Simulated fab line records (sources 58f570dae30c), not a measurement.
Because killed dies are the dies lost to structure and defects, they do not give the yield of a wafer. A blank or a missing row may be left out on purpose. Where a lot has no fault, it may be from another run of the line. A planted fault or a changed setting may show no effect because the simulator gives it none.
Chamber matching :: flow berkeley_cmos170 :: UCB170_SPACER_ETCHBACK_03 on rie_diel-01: 3 sister chambers
The step etches SiO2 in CHF3/CF4/Ar, stops on Si, target depth 376 nm, time 100 s. 6 wafers are shown with their chamber, then 3 later ones without.

WAFERS PAIRED WITH THEIR CHAMBERS
wafer: L721.1
chamber: 2
drypump_motor_current_A (A): 5.1
throttle_valve_pct (%): 6.63

wafer: L721.3
chamber: 1
drypump_motor_current_A (A): 6.4
throttle_valve_pct (%): 6.39

wafer: L721.6
chamber: 3
drypump_motor_current_A (A): 5.9
throttle_valve_pct (%): 6.59

wafer: L728.2
chamber: 3
drypump_motor_current_A (A): 6.0
throttle_valve_pct (%): 6.57

wafer: L728.5
chamber: 2
drypump_motor_current_A (A): 5.0
throttle_valve_pct (%): 6.64

wafer: L728.6
chamber: 1
drypump_motor_current_A (A): 6.3
throttle_valve_pct (%): 6.41

WAFERS WITH NO CHAMBER GIVEN
wafer: L730.2
drypump_motor_current_A (A): 6.4
throttle_valve_pct (%): 6.39

wafer: L730.5
drypump_motor_current_A (A): 6.4
throttle_valve_pct (%): 6.39

wafer: L731.2
drypump_motor_current_A (A): 5.9
throttle_valve_pct (%): 6.57

EACH ONE'S CHAMBER
wafer: L730.2
from the rows above: 1
in truth: 1

wafer: L730.5
from the rows above: 1
in truth: 1

wafer: L731.2
from the rows above: 3
in truth: 3
Correctly placed: 3 of 3. From these rows, 0 cannot be placed. 0 placed wrongly.
How it was worked out, from the rows above alone: a wafer's distance from a chamber is the root of the sum, over the readings, of the square of ((its reading less the chamber's mean) divided by the reading's scatter). If the next closest chamber is less than 2 further off than the closest, the wafer can't be placed; otherwise it belongs to the closest. A chamber's mean is the mean of its shown wafers. How the scatter is found: for the shown wafers, subtract from each reading the mean of its chamber, square and add these, divide the total by (wafers less chambers), then take the root.
